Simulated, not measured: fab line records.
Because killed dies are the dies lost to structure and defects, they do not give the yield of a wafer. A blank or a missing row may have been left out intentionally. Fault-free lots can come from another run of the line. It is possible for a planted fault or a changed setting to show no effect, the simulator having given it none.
fab line records -- flow berkeleyCmos170
record: lots: 5, wafers: 23
route steps=331 shown START@3 PWELL@49 ACTIVE@65 PFIELD@87 FIELD@89 SACOX@98 SCREENOX@101 GATE@130 NLDD@166 BACKSIDE@200
startH: hours from the record's opening day to when the first of the lot's shown wafers began -- waitH: hours from the lot's prior step to this one -- " identical to the entry in the row above -- L1.1+2: one row covering several wafers at once -- - no value, or no start given -- * or withheld: withheld -- < > ~ a bound
route shown NAME@n: a module of which the file shows steps, and the number in the route of the first -- usual: mean and standard deviation over wafers with no fault -- same: alike in all rows -- chamber/n: place in a boat -- sites: readings site by site -- _std_site: their standard deviation -- _edge_site: the outer-site mean with the inner-site mean subtracted -- radiusMm: how far each site lies from the wafer's centre -- mask NAME#n: copy n -- behind: tool/chamber where the wafer was last shaped -- hold: why the lot went on hold/how many hours it stayed there/how the hold came to an end -- device: names the non-switching transistor (n, p or np) -- end of line: the route-end tests of the same wafers -- a step with no rows: only its recipe -- killed: count of dies lost to structure and defects at first sort (not the wafer's yield) -- map: a wafer's dies, marking killed ones x, the rest . and places with no die _
set.NAME: the setting the step ran with; set.NAME@STEP: the setting that earlier step ran with -- model.NAME: the simulator's own value behind a step, which no gauge read
lots run with intentionally changed settings; tables by step, rows by wafer
== steps ==
step: UCB170_START_OXIDATION_02
recipe: tempC: 950, ambient: O2, targetThkA: 200, oxTimeS: 1800
lot.wafer,tool,chamber,startH,waitH,set.tempC,model.SiO2_of_START_OXIDATION_02.thkNm
L075.1,-,-,-,2.0,963.9,22.91
L075.2,-,-,-,2.0,963.9,22.82
L075.3,-,-,-,2.0,963.9,23.17
L075.5,-,-,-,2.0,963.9,23.05
L075.6,-,-,-,2.0,963.9,22.93
L076.2,-,-,-,2.7,938.1,17.46
L076.3,-,-,-,2.7,938.1,17.48
L076.4,-,-,-,2.7,938.1,17.58
L076.5,-,-,-,2.7,938.1,17.35
L076.6,-,-,-,2.7,938.1,17.51
L079.2,-,-,-,0.3,977.1,25.4
L079.3,-,-,-,0.3,977.1,25.58
L079.4,-,-,-,0.3,977.1,25.54
L079.5,-,-,-,0.3,977.1,25.44
L079.6,-,-,-,0.3,977.1,25.38
L082.1,-,-,-,2.4,976.5,25.52
L082.3,-,-,-,2.4,976.5,25.56
L082.4,-,-,-,2.4,976.5,25.59
L082.5,-,-,-,2.4,976.5,25.45
L082.6,-,-,-,2.4,976.5,25.48
L083.1,furnace-02,0,58.50,3.4,950,19.6
L083.3,furnace-02,0,58.50,3.4,950,19.75
L083.5,furnace-02,0,58.50,3.4,950,19.98
step: UCB170_START_THK_MEAS_03
recipe: reads: SiO2_of_START_OXIDATION_02
usual: START_OXIDE_THK: 19.9/0.32
lot.wafer,tool,chamber,startH,waitH,set.tempC@START_OXIDATION_02,START_OXIDE_THK[nm]
L075.1,filmMetro-02,-,-,-,963.9,23.0
L075.2,filmMetro-02,-,-,-,963.9,22.9
L075.3,filmMetro-02,-,-,-,963.9,23.2
L075.5,filmMetro-02,-,-,-,963.9,23.0
L075.6,filmMetro-02,-,-,-,963.9,23.0
L076.2,filmMetro-03,-,-,-,938.1,17.5
L076.3,filmMetro-03,-,-,-,938.1,17.5
L076.4,filmMetro-03,-,-,-,938.1,17.6
L076.5,filmMetro-03,-,-,-,938.1,17.4
L076.6,filmMetro-03,-,-,-,938.1,17.5
L079.2,filmMetro-02,-,-,-,977.1,25.4
L079.3,filmMetro-02,-,-,-,977.1,25.6
L079.4,filmMetro-02,-,-,-,977.1,25.5
L079.5,filmMetro-02,-,-,-,977.1,25.5
L079.6,filmMetro-02,-,-,-,977.1,25.4
L082.1,filmMetro-01,-,-,-,976.5,25.5
L082.3,filmMetro-01,-,-,-,976.5,25.6
L082.4,filmMetro-01,-,-,-,976.5,25.6
L082.5,filmMetro-01,-,-,-,976.5,25.4
L082.6,filmMetro-01,-,-,-,976.5,25.5
L083.1,filmMetro-03,-,60.00,0.0,950,19.6
L083.3,filmMetro-03,-,60.00,0.0,950,19.8
L083.5,filmMetro-03,-,60.00,0.0,950,20.0
step: UCB170_PWELL_IMPLANT_15
recipe: species: B, doseCm2: 5e+12, energyKev: 60, tiltDeg: 7
lot.wafer,tool,chamber,startH,waitH,set.energyKev,model.implant.rpNm,model.implant.drpNm
L075.1+2+6,implanter-03,0,51.25,0.1,58.86,186.3,64.04
L075.3+5,implanter-03,0,51.25,0.1,60,189.6,64.7
L076.2+3+4+5+6,implanter-01,0,62.15,0.1,60,192.4,64.7
L079.2+3,implanter-03,0,71.96,0.1,56.5,176.6,62.65
L079.4+5+6,implanter-03,0,71.96,0.1,60,186.6,64.7
L082.1+3+5,implanter-01,0,91.69,0.1,56.45,179,62.62
L082.4+6,implanter-01,0,91.69,0.1,60,189.3,64.7
L083.1+3+5,implanter-04,0,94.82,0.1,60,189.1,64.7
step: UCB170_ACTIVE_CVD_05
recipe: material: Si3N4, targetThkNm: 220, tempC: 800, precursor: SiH2Cl2/NH3, timeS: 3300, pressureMtorr: 200, sih2cl2FlowSccm: 25, nh3FlowSccm: 75
lot.wafer,tool,chamber,startH,waitH,set.nh3FlowSccm
L075.1+2+3+5+6,-,-,-,2.2,85.69
L076.2+3+4+5+6,-,-,-,0.0,67.68
L079.2+3+4+5+6,-,-,-,1.7,75
L082.1+3+4+5+6,-,-,-,1.0,66.8
L083.1+3+5,lpcvd-02,1,119.44,1.0,75
step: UCB170_ACTIVE_ETCH_15
recipe: chemistry: CH3F/Ar/O2, target: Si3N4, stopOn: SiO2, CH3F_flow_sccm: 20, Ar_flow_sccm: 50, O2_flow_sccm: 7, pressureMtorr: 50, rfW: 450, targetDepthA: 2420, overEtchFrac: 0.1, timeS: 151
usual: oesProductAu: 0.926/0.014
lot.wafer,tool,chamber,startH,waitH,set.overEtchFrac,set.nh3FlowSccm@ACTIVE_CVD_05,oesProductAu
L075.1,rieDiel-01,0,77.90,0.0,0.1,85.69,0.984
L075.2,rieDiel-01,3,77.90,0.0,0.1,85.69,0.975
L075.3,rieDiel-01,1,77.90,0.0,0.1,85.69,0.968
L075.5,rieDiel-01,2,77.90,0.0,0.1,85.69,0.999
L075.6,rieDiel-01,1,77.90,0.0,0.1,85.69,0.970
L076.2,rieDiel-04,1,89.26,0.0,0.1,67.68,0.894
L076.3,rieDiel-04,2,89.26,0.0,0.07442,67.68,0.901
L076.4,rieDiel-04,3,89.26,0.0,0.07442,67.68,0.875
L076.5,rieDiel-04,2,89.26,0.0,0.1,67.68,0.889
L076.6,rieDiel-04,3,89.26,0.0,0.07442,67.68,0.883
L079.2,rieDiel-01,2,96.66,0.0,0.1,75,0.949
L079.3,rieDiel-01,3,96.66,0.0,0.1,75,0.926
L079.4,rieDiel-01,1,96.66,0.0,0.119,75,0.905
L079.5,rieDiel-01,3,96.66,0.0,0.1,75,0.922
L079.6,rieDiel-01,0,96.66,0.0,0.119,75,0.936
L083.1,rieDiel-04,1,122.78,0.0,0.1,75,0.933
L083.3,rieDiel-04,0,122.78,0.0,0.1,75,0.920
L083.5,rieDiel-04,3,122.78,0.0,0.1,75,0.927
L082.1,rieDiel-03,2,123.24,0.0,0.1,66.8,0.872
L082.3,rieDiel-03,1,123.24,0.0,0.07822,66.8,0.873
L082.4,rieDiel-03,3,123.24,0.0,0.07822,66.8,0.885
L082.5,rieDiel-03,3,123.24,0.0,0.07822,66.8,0.886
L082.6,rieDiel-03,0,123.24,0.0,0.1,66.8,0.872
step: UCB170_ACTIVE_STRIP_16
recipe: chemistry: O2, powerW: 400, pressureMtorr: 3500, platenTempC: withheld, o2FlowSccm: 400, overashFraction: 0.5
step: UCB170_PFIELD_STRIP_08
recipe: chemistry: O2, powerW: 400, pressureMtorr: 3500, platenTempC: withheld, o2FlowSccm: 400, overashFraction: 0.5
step: UCB170_FIELD_CLEAN_00
recipe: chemistry: dHF, dilution: 25:1, timeS: 7.5
lot.wafer,tool,chamber,startH,waitH,set.nh3FlowSccm@ACTIVE_CVD_05,model.Si3N4_of_ACTIVE_CVD_05.thkNm
L075.1,wetBench-01,1,80.03,0.1,85.69,242.3
L075.2,wetBench-01,1,80.03,0.1,85.69,243
L075.3,wetBench-01,1,80.03,0.1,85.69,242.8
L075.5,wetBench-01,1,80.03,0.1,85.69,243.1
L075.6,wetBench-01,1,80.03,0.1,85.69,242.7
L076.2,wetBench-03,0,92.06,0.0,67.68,206.1
L076.3,wetBench-03,0,92.06,0.0,67.68,205.3
L076.4+5,wetBench-03,0,92.06,0.0,67.68,204.8
L076.6,wetBench-03,0,92.06,0.0,67.68,202.9
L079.2,wetBench-01,0,102.37,0.9,75,221.5
L079.3,wetBench-01,0,102.37,0.9,75,219.8
L079.4,wetBench-01,0,102.37,0.9,75,220
L079.5+6,wetBench-01,0,102.37,0.9,75,220.8
L083.1,wetBench-03,3,126.39,0.1,75,221.2
L083.3,wetBench-03,3,126.39,0.1,75,222.3
L083.5,wetBench-03,3,126.39,0.1,75,224.8
L082.1,wetBench-03,0,126.74,0.1,66.8,199.9
L082.3,wetBench-03,0,126.74,0.1,66.8,200.3
L082.4,wetBench-03,0,126.74,0.1,66.8,202
L082.5,wetBench-03,0,126.74,0.1,66.8,202.6
L082.6,wetBench-03,0,126.74,0.1,66.8,201.7
step: UCB170_SACOX_OXIDATION_01
recipe: tempC: 900, ambient: O2, targetThkA: 144, oxTimeS: 2400
lot.wafer,tool,chamber,startH,waitH,set.oxTimeS,model.SiO2_of_SACOX_OXIDATION_01.thkNm
L075.1+2,-,-,-,0.1,2181,13.04
L075.3,-,-,-,0.1,2181,13.03
L075.5,-,-,-,0.1,2181,13.19
L075.6,-,-,-,0.1,2181,12.93
L076.2,-,-,-,1.9,2560,15.07
L076.3,-,-,-,1.9,2560,14.89
L076.4,-,-,-,1.9,2560,14.84
L076.5,-,-,-,1.9,2560,14.81
L076.6,-,-,-,1.9,2560,14.92
L079.2,-,-,-,3.3,2562,14.8
L079.3,-,-,-,3.3,2562,14.98
L079.4,-,-,-,3.3,2562,15.12
L079.5,-,-,-,3.3,2562,15.11
L079.6,-,-,-,3.3,2562,15.04
L082.1,-,-,-,2.3,2297,13.68
L082.3,-,-,-,2.3,2297,14
L082.4,-,-,-,2.3,2297,13.83
L082.5,-,-,-,2.3,2297,13.55
L082.6,-,-,-,2.3,2297,13.99
L083.1,furnace-04,0,143.04,2.4,2400,14.08
L083.3+5,furnace-04,0,143.04,2.4,2400,14.22
step: UCB170_SACOX_THK_MEAS_02
recipe: reads: SiO2_of_SACOX_OXIDATION_01
usual: SACOX_OXIDE_THK: 14.34/0.29
lot.wafer,tool,chamber,startH,waitH,set.oxTimeS@SACOX_OXIDATION_01,SACOX_OXIDE_THK[nm]
L075.1,filmMetro-03,-,-,-,2181,12.99
L075.2,filmMetro-03,-,-,-,2181,13.06
L075.3,filmMetro-03,-,-,-,2181,13.01
L075.5,filmMetro-03,-,-,-,2181,13.17
L075.6,filmMetro-03,-,-,-,2181,12.90
L076.2,filmMetro-03,-,-,-,2560,15.12
L076.3,filmMetro-03,-,-,-,2560,14.89
L076.4,filmMetro-03,-,-,-,2560,14.84
L076.5,filmMetro-03,-,-,-,2560,14.83
L076.6,filmMetro-03,-,-,-,2560,14.96
L079.2,filmMetro-01,-,-,-,2562,14.84
L079.3,filmMetro-01,-,-,-,2562,14.93
L079.4,filmMetro-01,-,-,-,2562,15.11
L079.5,filmMetro-01,-,-,-,2562,15.16
L079.6,filmMetro-01,-,-,-,2562,15.07
L082.1,filmMetro-03,-,-,-,2297,13.67
L082.3,filmMetro-03,-,-,-,2297,14.01
L082.4,filmMetro-03,-,-,-,2297,13.85
L082.5,filmMetro-03,-,-,-,2297,13.52
L082.6,filmMetro-03,-,-,-,2297,13.98
L083.1,filmMetro-04,-,144.71,0.0,2400,14.06
L083.3,filmMetro-04,-,144.71,0.0,2400,14.18
L083.5,filmMetro-04,-,144.71,0.0,2400,14.27
step: UCB170_SCREENOX_OXIDATION_01
recipe: tempC: 900, ambient: O2, targetThkA: 144, oxTimeS: 2400
lot.wafer,tool,chamber,startH,waitH,set.tempC,model.SiO2_of_SCREENOX_OXIDATION_01.thkNm
L075.1,-,-,-,0.3,891.9,12.88
L075.2,-,-,-,0.3,891.9,13.03
L075.3,-,-,-,0.3,891.9,13.33
L075.5,-,-,-,0.3,891.9,12.9
L075.6,-,-,-,0.3,891.9,12.89
L076.2+4,-,-,-,2.5,889.4,13.22
L076.3,-,-,-,2.5,889.4,13.33
L076.5,-,-,-,2.5,889.4,13.16
L076.6,-,-,-,2.5,889.4,13.04
L079.2,-,-,-,4.8,874.7,10.98
L079.3,-,-,-,4.8,874.7,11.05
L079.4,-,-,-,4.8,874.7,10.81
L079.5,-,-,-,4.8,874.7,10.82
L079.6,-,-,-,4.8,874.7,10.95
L082.1,-,-,-,0.7,907.9,15.79
L082.3,-,-,-,0.7,907.9,15.77
L082.4,-,-,-,0.7,907.9,15.42
L082.5,-,-,-,0.7,907.9,15.91
L082.6,-,-,-,0.7,907.9,15.86
L083.1,furnace-02,0,145.49,0.7,900,14.47
L083.3,furnace-02,0,145.49,0.7,900,14.45
L083.5,furnace-02,0,145.49,0.7,900,14.41
step: UCB170_SCREENOX_THK_MEAS_02
recipe: reads: SiO2_of_SCREENOX_OXIDATION_01
usual: SCREENOX_OXIDE_THK: 14.51/0.28
lot.wafer,tool,chamber,startH,waitH,set.tempC@SCREENOX_OXIDATION_01,SCREENOX_OXIDE_THK[nm]
L075.1,filmMetro-02,-,-,-,891.9,12.92
L075.2,filmMetro-02,-,-,-,891.9,12.98
L075.3,filmMetro-02,-,-,-,891.9,13.35
L075.5,filmMetro-02,-,-,-,891.9,12.93
L075.6,filmMetro-02,-,-,-,891.9,12.92
L076.2,filmMetro-02,-,-,-,889.4,13.18
L076.3,filmMetro-02,-,-,-,889.4,13.32
L076.4,filmMetro-02,-,-,-,889.4,13.27
L076.5,filmMetro-02,-,-,-,889.4,13.12
L076.6,filmMetro-02,-,-,-,889.4,13.05
L079.2,filmMetro-02,-,-,-,874.7,11.01
L079.3,filmMetro-02,-,-,-,874.7,11.03
L079.4,filmMetro-02,-,-,-,874.7,10.82
L079.5,filmMetro-02,-,-,-,874.7,10.82
L079.6,filmMetro-02,-,-,-,874.7,10.93
L082.1,filmMetro-03,-,-,-,907.9,15.75
L082.3,filmMetro-03,-,-,-,907.9,15.77
L082.4,filmMetro-03,-,-,-,907.9,15.46
L082.5,filmMetro-03,-,-,-,907.9,15.90
L082.6,filmMetro-03,-,-,-,907.9,15.89
L083.1,filmMetro-03,-,147.22,0.1,900,14.41
L083.3,filmMetro-03,-,147.22,0.1,900,14.42
L083.5,filmMetro-03,-,147.22,0.1,900,14.36
step: UCB170_GATE_CVD_04
recipe: material: poly-Si, tempC: 610, precursor: SiH4, timeS: 1440, pressureMtorr: 375, targetThkNm: 214, sih4FlowSccm: 120
lot.wafer,tool,chamber,startH,waitH,set.sih4FlowSccm,model.poly-Si_of_GATE_CVD_04.thkNm
L075.1,-,-,-,0.0,120,213.3
L075.2,-,-,-,0.0,120,215.8
L075.3,-,-,-,0.0,120,213.9
L075.5,-,-,-,0.0,120,212.6
L075.6,-,-,-,0.0,120,215.2
L076.2,-,-,-,0.0,105.8,190.7
L076.3,-,-,-,0.0,105.8,190.4
L076.4,-,-,-,0.0,105.8,189.2
L076.5,-,-,-,0.0,105.8,189.9
L076.6,-,-,-,0.0,105.8,191.6
L079.2,-,-,-,0.0,120,210.5
L079.3,-,-,-,0.0,120,212.7
L079.4,-,-,-,0.0,120,212.8
L079.5,-,-,-,0.0,120,210.8
L079.6,-,-,-,0.0,120,211.8
L082.1+4,-,-,-,0.0,111.6,201.8
L082.3,-,-,-,0.0,111.6,201.7
L082.5,-,-,-,0.0,111.6,200.9
L082.6,-,-,-,0.0,111.6,200.5
L083.1,lpcvd-01,0,160.66,0.0,120,207.5
L083.3,lpcvd-01,0,160.66,0.0,120,207.6
L083.5,lpcvd-01,0,160.66,0.0,120,209
step: UCB170_GATE_THK_MEAS_05
recipe: reads: poly-Si_of_GATE_CVD_04
usual: GATE_POLY_THK: 213.1/2.7
lot.wafer,tool,chamber,startH,waitH,set.sih4FlowSccm@GATE_CVD_04,GATE_POLY_THK[nm]
L075.1,filmMetro-03,-,-,-,120,213.2
L075.2,filmMetro-03,-,-,-,120,215.8
L075.3,filmMetro-03,-,-,-,120,214.0
L075.5,filmMetro-03,-,-,-,120,212.6
L075.6,filmMetro-03,-,-,-,120,215.1
L076.2,filmMetro-04,-,-,-,105.8,190.7
L076.3,filmMetro-04,-,-,-,105.8,190.3
L076.4,filmMetro-04,-,-,-,105.8,189.4
L076.5,filmMetro-04,-,-,-,105.8,189.9
L076.6,filmMetro-04,-,-,-,105.8,191.6
L079.2,filmMetro-03,-,-,-,120,210.7
L079.3,filmMetro-03,-,-,-,120,212.8
L079.4,filmMetro-03,-,-,-,120,212.7
L079.5,filmMetro-03,-,-,-,120,210.8
L079.6,filmMetro-03,-,-,-,120,211.9
L082.1,filmMetro-03,-,-,-,111.6,201.8
L082.3,filmMetro-03,-,-,-,111.6,201.7
L082.4,filmMetro-03,-,-,-,111.6,201.7
L082.5,filmMetro-03,-,-,-,111.6,200.8
L082.6,filmMetro-03,-,-,-,111.6,200.5
L083.1,filmMetro-01,-,162.12,0.1,120,207.3
L083.3,filmMetro-01,-,162.12,0.1,120,207.5
L083.5,filmMetro-01,-,162.12,0.1,120,209.0
step: UCB170_GATE_SOFTBAKE_08
recipe: resist: KrF, tempC: 130, timeS: 60
lot.wafer,tool,chamber,startH,waitH,set.timeS
L075.1+2,lithoTrack-03,0,-,-,51.79
L075.3+5+6,lithoTrack-03,0,-,-,60
L076.2+3+6,lithoTrack-03,0,-,-,60
L076.4+5,lithoTrack-03,0,-,-,65.27
L079.2+3,lithoTrack-03,0,-,-,66.6
L079.4+5+6,lithoTrack-03,0,-,-,60
L082.1+3,lithoTrack-01,0,-,-,60
L082.4+5+6,lithoTrack-01,0,-,-,66.7
L083.1+3+5,lithoTrack-03,0,-,-,60
step: UCB170_GATE_EXPOSE_09
recipe: maskId: POLY, targetCdNm: 350, na: 0.5, sigmaOuter: 0.6, sourceShape: conventional, doseMj: 21
step: UCB170_GATE_PEB_10
recipe: pebTempC: 130, pebTimeS: withheld, resist: KrF
step: UCB170_GATE_ETCH_14
recipe: chemistry: N2/H2, targetDepthA: withheld, overetchA: withheld, target: BARC, timeS: withheld, sourceW: 500, biasW: 100, pressureMtorr: 30, n2FlowSccm: 100, h2FlowSccm: 200
step: UCB170_GATE_ETCH_15
recipe: chemistry: HBr/Cl2, target: poly-Si, stopOn: SiO2, overEtchFrac: 0.3, icpW: 300, biasW: 150, timeS: 56.3, pressureMtorr: 15, HBr_flow_sccm: 150, Cl2_flow_sccm: 50, targetDepthA: 2782
lot.wafer,tool,chamber,startH,waitH,set.sih4FlowSccm@GATE_CVD_04,model.GATE.featureDepthNm,model.etch.depthNm
L075.1,rieSi-02,3,115.89,-,120,213.3,-
L075.2,rieSi-02,0,115.89,-,120,215.8,215.8
L075.3,rieSi-02,2,115.89,-,120,213.9,-
L075.5,rieSi-02,1,115.89,-,120,212.7,212.6
L075.6,rieSi-02,2,115.89,-,120,215.2,215.2
L076.2,rieSi-02,0,130.78,-,105.8,190.7,190.7
L076.3,rieSi-02,3,130.78,-,105.8,190.4,-
L076.4,rieSi-02,1,130.78,-,105.8,189.3,-
L076.5,rieSi-02,0,130.78,-,105.8,189.9,-
L076.6,rieSi-02,1,130.78,-,105.8,191.7,191.6
L079.2,rieSi-02,2,145.76,-,120,210.6,-
L079.3,rieSi-02,3,145.76,-,120,212.7,212.7
L079.4,rieSi-02,1,145.76,-,120,213,-
L079.5,rieSi-02,1,145.76,-,120,210.9,-
L079.6,rieSi-02,0,145.76,-,120,211.8,211.8
L082.1+4,rieSi-01,"3,2",163.95,-,111.6,201.8,-
L082.3,rieSi-01,0,163.95,-,111.6,201.8,201.7
L082.5,rieSi-01,3,163.95,-,111.6,200.9,200.9
L082.6,rieSi-01,0,163.95,-,111.6,200.5,200.5
L083.1,rieSi-02,0,164.11,-,120,207.5,207.5
L083.3,rieSi-02,2,164.11,-,120,207.6,207.6
L083.5,rieSi-02,1,164.11,-,120,209.1,209
step: UCB170_NLDD_IMPLANT_08
recipe: species: As, doseCm2: 5e+13, energyKev: 30, tiltDeg: 7, rotationDeg: 0
lot.wafer,tool,chamber,startH,waitH,set.doseCm2
L075.1+5,implanter-01,0,119.13,0.0,5.219e+13
L075.2+3+6,implanter-01,0,119.13,0.0,5e+13
L076.2+4+5,implanter-04,0,134.74,0.0,4.665e+13
L076.3+6,implanter-04,0,134.74,0.0,5e+13
L079.2+3+4,implanter-01,0,150.26,0.0,5.101e+13
L079.5+6,implanter-01,0,150.26,0.0,5e+13
L082.1+3+4,implanter-01,0,168.53,0.0,4.904e+13
L082.5+6,implanter-01,0,168.53,0.0,5e+13
L083.1+3+5,implanter-01,0,170.52,0.0,5e+13
step: UCB170_NLDD_IMPLANT_09
recipe: species: As, doseCm2: 5e+13, energyKev: 30, tiltDeg: 7, rotationDeg: 180
lot.wafer,tool,chamber,startH,waitH,set.energyKev,model.implant.rpNm,model.implant.drpNm
L075.1+3+6,implanter-01,0,119.28,0.1,31.21,21.87,9.894
L075.2+5,implanter-01,0,119.28,0.1,30,21.21,9.611
L076.2+3+4+5+6,implanter-04,0,134.89,0.1,30,21.06,9.611
L079.2+6,implanter-01,0,150.41,0.1,30,20.81,9.611
L079.3+4+5,implanter-01,0,150.41,0.1,28.8,20.17,9.33
L082.1+3+4+5+6,implanter-01,0,168.68,0.1,30,20.6,9.611
L083.1+3+5,implanter-01,0,170.67,0.1,30,21.21,9.611
step: UCB170_BACKSIDE_COAT_01
recipe: resist: KrF, spinRpm: 1500, resistThkNm: 900
lot.wafer,tool,chamber,startH,waitH,set.resistThkNm
L075.1+2+3+5+6,lithoTrack-01,0,127.70,0.1,900
L076.2+3+4+5+6,lithoTrack-02,0,147.34,0.1,900
L079.2+3+5,lithoTrack-04,0,162.74,0.1,875.6
L079.4+6,lithoTrack-04,0,162.74,0.1,900
L082.1+3+4+5+6,lithoTrack-01,0,179.00,0.1,900
L083.1+3+5,lithoTrack-02,0,179.10,0.1,900
step: UCB170_BACKSIDE_SOFTBAKE_02
recipe: resist: KrF, tempC: 130, timeS: 60
step: UCB170_BACKSIDE_STRIP_03
recipe: chemistry: O2, powerW: 400, pressureMtorr: 3500, platenTempC: withheld, o2FlowSccm: 400, overashFraction: 0.5
step: UCB170_SDANNEAL_RS_MEAS_05
recipe: thkMeasGauge: four-point-probe
usual: NLDD_RS: 616.8/1.3
lot.wafer,tool,chamber,startH,waitH,set.doseCm2@NLDD_IMPLANT_08,NLDD_RS[ohm/sq]
L075.1,filmMetro-01,-,128.76,0.1,5.219e+13,606.6
L075.2,filmMetro-01,-,128.76,0.1,5e+13,617.2
L075.3,filmMetro-01,-,128.76,0.1,5e+13,615.9
L075.5,filmMetro-01,-,128.76,0.1,5.219e+13,607.1
L075.6,filmMetro-01,-,128.76,0.1,5e+13,615.8
L076.2,filmMetro-01,-,148.39,0.1,4.665e+13,631.3
L076.3,filmMetro-01,-,148.39,0.1,5e+13,616.8
L076.4,filmMetro-01,-,148.39,0.1,4.665e+13,632.8
L076.5,filmMetro-01,-,148.39,0.1,4.665e+13,631.6
L076.6,filmMetro-01,-,148.39,0.1,5e+13,616.6
L079.2,filmMetro-03,-,166.10,0.1,5.101e+13,610.3
L079.3,filmMetro-03,-,166.10,0.1,5.101e+13,613.5
L079.4,filmMetro-03,-,166.10,0.1,5.101e+13,611.5
L079.5,filmMetro-03,-,166.10,0.1,5e+13,617.5
L079.6,filmMetro-03,-,166.10,0.1,5e+13,614.9
L082.1,filmMetro-01,-,180.06,0.1,4.904e+13,620.3
L082.3,filmMetro-01,-,180.06,0.1,4.904e+13,620.5
L082.4,filmMetro-01,-,180.06,0.1,4.904e+13,620.5
L082.5,filmMetro-01,-,180.06,0.1,5e+13,617.8
L082.6,filmMetro-01,-,180.06,0.1,5e+13,617.2
L083.1,filmMetro-02,-,180.16,0.1,5e+13,616.6
L083.3,filmMetro-02,-,180.16,0.1,5e+13,617.3
L083.5,filmMetro-02,-,180.16,0.1,5e+13,617.7
== key ==
split: step: UCB170_START_OXIDATION_02, setting: tempC, stated: 950, by: lot
response: step: UCB170_START_OXIDATION_02, reading: model.SiO2_of_START_OXIDATION_02.thkNm, change: +1.98, per: 1%, r: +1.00
response: step: UCB170_START_THK_MEAS_03, reading: START_OXIDE_THK, change: +1.98, per: 1%, r: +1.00
split: step: UCB170_PWELL_IMPLANT_15, setting: energyKev, stated: 60, by: wafer
response: step: UCB170_PWELL_IMPLANT_15, reading: model.implant.rpNm, change: +1.73, per: 1%, r: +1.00
response: step: UCB170_PWELL_IMPLANT_15, reading: model.implant.drpNm, change: +0.351, per: 1%, r: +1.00
split: step: UCB170_ACTIVE_CVD_05, setting: nh3FlowSccm, stated: 75, by: lot
response: step: UCB170_ACTIVE_ETCH_15, reading: oesProductAu, change: +0.00393, per: 1%, r: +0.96
response: step: UCB170_FIELD_CLEAN_00, reading: model.Si3N4_of_ACTIVE_CVD_05.thkNm, change: +1.63, per: 1%, r: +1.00
split: step: UCB170_ACTIVE_ETCH_15, setting: overEtchFrac, stated: 0.1, by: wafer
response none clear
split: step: UCB170_SACOX_OXIDATION_01, setting: oxTimeS, stated: 2400, by: lot
response: step: UCB170_SACOX_OXIDATION_01, reading: model.SiO2_of_SACOX_OXIDATION_01.thkNm, change: +0.117, per: 1%, r: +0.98
response: step: UCB170_SACOX_THK_MEAS_02, reading: SACOX_OXIDE_THK, change: +0.119, per: 1%, r: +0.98
split: step: UCB170_SCREENOX_OXIDATION_01, setting: tempC, stated: 900, by: lot
response: step: UCB170_SCREENOX_OXIDATION_01, reading: model.SiO2_of_SCREENOX_OXIDATION_01.thkNm, change: +1.29, per: 1%, r: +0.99
response: step: UCB170_SCREENOX_THK_MEAS_02, reading: SCREENOX_OXIDE_THK, change: +1.29, per: 1%, r: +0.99
split: step: UCB170_GATE_CVD_04, setting: sih4FlowSccm, stated: 120, by: lot
response: step: UCB170_GATE_CVD_04, reading: model.poly-Si_of_GATE_CVD_04.thkNm, change: +1.76, per: 1%, r: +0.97
response: step: UCB170_GATE_THK_MEAS_05, reading: GATE_POLY_THK, change: +1.75, per: 1%, r: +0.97
response: step: UCB170_GATE_ETCH_15, reading: model.GATE.featureDepthNm, change: +1.76, per: 1%, r: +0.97
response: step: UCB170_GATE_ETCH_15, reading: model.etch.depthNm, change: +1.66, per: 1%, r: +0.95
split: step: UCB170_GATE_SOFTBAKE_08, setting: timeS, stated: 60, by: wafer
response none clear
split: step: UCB170_NLDD_IMPLANT_08, setting: doseCm2, stated: 5e+13, by: wafer
response: step: UCB170_SDANNEAL_RS_MEAS_05, reading: NLDD_RS, change: -2.2, per: 1%, r: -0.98
split: step: UCB170_NLDD_IMPLANT_09, setting: energyKev, stated: 30, by: wafer
response: step: UCB170_NLDD_IMPLANT_09, reading: model.implant.rpNm, change: +0.16, per: 1%, r: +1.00
response: step: UCB170_NLDD_IMPLANT_09, reading: model.implant.drpNm, change: +0.0702, per: 1%, r: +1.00
split: step: UCB170_BACKSIDE_COAT_01, setting: resistThkNm, stated: 900, by: wafer
response none clear
